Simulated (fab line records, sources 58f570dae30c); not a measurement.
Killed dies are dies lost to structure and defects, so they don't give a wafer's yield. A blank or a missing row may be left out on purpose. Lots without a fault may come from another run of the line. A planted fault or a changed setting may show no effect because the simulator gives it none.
Which tool did it? | flow berkeley_cmos170 | 15 lots, 45 wafers sampled, at 4 steps of a route of 331

WHAT THE GAUGES READ, wafer by wafer
UCB170_NVT_OVL_MEAS_06. Usual: NVT_OVL 2 nm, standard deviation 5.8.
lot  | measured     | on         | NVT_OVL (nm) | flag
L776 | day 6 23:25  | overlay-02 | -5 6 1       |
L779 | day 7 00:13  | overlay-02 | -1 2 8       |
L778 | day 7 00:29  | overlay-01 | 1 1 -1       |
L777 | day 7 01:02  | overlay-02 | 10 12 9      |
L782 | day 7 07:58  | overlay-02 | 8 6 3        |
L781 | day 7 08:12  | overlay-01 | -1 1 -1      |
L780 | day 7 13:04  | overlay-02 | 6 11 7       |
L786 | day 8 07:35  | overlay-02 | 11 2 12      |
L791 | day 8 22:25  | overlay-02 | -3 5 0       |
L789 | day 8 22:45  | overlay-01 | 3 -1 -1      |
L788 | day 8 22:53  | overlay-02 | 4 11 12      |
L796 | day 10 06:37 | overlay-02 | 8 12 12      |
L795 | day 10 06:55 | overlay-01 | 0 4 -1       |
L797 | day 10 18:56 | overlay-02 | 5 -2 4       |
L799 | day 10 19:07 | overlay-01 | 1 -1 5       |

UCB170_PLDD_TW_MEAS_11. Usual: PLDD_TW 1007, standard deviation 9.8.
lot  | measured     | on            | PLDD_TW        | flag
L776 | day 7 20:14  | film_metro-01 | 1004 996 1003  |
L779 | day 7 19:58  | film_metro-03 | 1011 1020 1015 |
L778 | day 7 20:56  | film_metro-04 | 1026 1018 1023 |
L777 | day 7 20:49  | film_metro-01 | 995 1003 998   |
L782 | day 8 04:41  | film_metro-04 | 1009 1015 1016 |
L781 | day 8 03:51  | film_metro-01 | 991 993 993    |
L780 | day 8 13:17  | film_metro-01 | 990 1000 989   |
L786 | day 9 01:14  | film_metro-04 | 962 965 965    | OFF
L791 | day 9 16:24  | film_metro-04 | 1016 1011 1010 |
L789 | day 9 17:05  | film_metro-04 | 965 962 965    | OFF
L788 | day 9 16:09  | film_metro-04 | 962 960 966    | OFF
L796 | day 10 23:23 | film_metro-01 | 997 996 997    |
L795 | day 10 23:49 | film_metro-01 | 998 995 992    |
L797 | day 11 14:46 | film_metro-03 | 1014 1011 1014 |
L799 | day 11 14:08 | film_metro-03 | 1016 1013 1013 |

UCB170_M3_OVL_MEAS_16. Usual: M3_OVL 3 nm, standard deviation 5.
lot  | measured     | on         | M3_OVL (nm) | flag
L776 | day 9 11:43  | overlay-01 | -8 2 2      |
L779 | day 9 09:19  | overlay-01 | 5 -5 3      |
L778 | day 9 13:02  | overlay-01 | -7 -3 -5    |
L777 | day 9 12:58  | overlay-02 | 3 -1 5      |
L782 | day 9 20:02  | overlay-01 | -3 4 6      |
L781 | day 9 18:46  | overlay-02 | 5 0 0       |
L780 | day 10 05:47 | overlay-02 | -5 3 2      |
L786 | day 10 23:15 | overlay-01 | 8 6 8       |
L791 | day 11 07:12 | overlay-02 | 5 5 11      |
L789 | day 11 06:52 | overlay-01 | -6 3 0      |
L788 | day 11 02:23 | overlay-02 | 10 -3 5     |
L796 | day 12 11:17 | overlay-01 | 9 4 6       |
L795 | day 12 13:31 | overlay-02 | 6 11 3      |
L797 | day 13 04:32 | overlay-02 | 5 3 1       |
L799 | day 13 05:23 | overlay-01 | 7 4 11      |

WHICH TOOL RAN EACH LOT (tool, then ch and the chambers of the sampled wafers, then the start)
lot  | UCB170_PLDD_IMPLANT_08
L776 | implanter-02 ch 0, day 7 19:52
L779 | implanter-03 ch 0, day 7 19:35
L778 | implanter-02 ch 0, day 7 20:33
L777 | implanter-03 ch 0, day 7 20:26
L782 | implanter-01 ch 0, day 8 04:17
L781 | implanter-01 ch 0, day 8 03:27
L780 | implanter-03 ch 0, day 8 12:55
L786 | implanter-01 ch 0, day 9 00:53
L791 | implanter-03 ch 0, day 9 16:00
L789 | implanter-01 ch 0, day 9 16:41
L788 | implanter-01 ch 0, day 9 15:47
L796 | implanter-03 ch 0, day 10 22:59
L795 | implanter-03 ch 0, day 10 23:27
L797 | implanter-02 ch 0, day 11 14:22
L799 | implanter-03 ch 0, day 11 13:45
- UCB170_PLDD_IMPLANT_08

WHAT THE TOOLS THEMSELVES READ (means of the sampled wafers that have a number; where no wafer has one, the mark that the record gives instead)
UCB170_PLDD_IMPLANT_08. Usual: tilt_deg 6.996 degrees, standard deviation 0.023.
lot  | tool         | tilt_deg (degrees) | flag
L776 | implanter-02 | 6.996              |
L779 | implanter-03 | 7.037              |
L778 | implanter-02 | 6.966              |
L777 | implanter-03 | 6.981              |
L782 | implanter-01 | 6.973              |
L781 | implanter-01 | 7.033              |
L780 | implanter-03 | 6.997              |
L786 | implanter-01 | 0.007              | OFF
L791 | implanter-03 | 6.987              |
L789 | implanter-01 | 0.013              | OFF
L788 | implanter-01 | 0.019              | OFF
L796 | implanter-03 | 7.000              |
L795 | implanter-03 | 7.014              |
L797 | implanter-02 | 6.983              |
L799 | implanter-03 | 6.981              |

THE ANSWER, worked out from the rows above alone
Rule: a lot is off if the mean of its wafers that have a number lies more than 3 standard deviations from the usual mean. A lot without any number at a reading at which 4 lots or more have one is off too. The other lots that the step has rows for count as sound. The gauges are gone through in route order, then the tools' own readings, and for those a lot's mean is taken as printed above. The first step at which some lot is off is used, and at that step the reading that is off furthest; a lot without a number counts as furthest.
Off: L786, L789, L788, at UCB170_PLDD_TW_MEAS_11 (PLDD_TW).
A tool fits if, at a process step before that reading, it ran every lot that is off, and no sound lot after the first of them. The gauges at UCB170_PLDD_TW_MEAS_11 aren't tried: what is off there is off at UCB170_PLDD_IMPLANT_08 too, on other tools, and a gauge's error can't cause that. One fits: implanter-01 at UCB170_PLDD_IMPLANT_08. Its last sound lot is L782 (day 8 04:17), its first lot that is off L786 (day 9 00:53): a fault that began between those two fits.
The tool's own readings at UCB170_PLDD_IMPLANT_08 bear it out: on the lots that are off they differ by more than 5 times the standard deviation of the sound lots' means. tilt_deg reads 0.013 degrees there against 6.996 degrees on the sound lots.

WHAT THE SIMULATOR HAD PUT IN
Process parameter drift: implanter-01, from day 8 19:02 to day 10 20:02, at UCB170_PLDD_IMPLANT_08. Setting tilt_deg, moved by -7, from 7. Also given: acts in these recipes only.
Lots struck among those shown: L786, L789, L788. The rule above found the same.
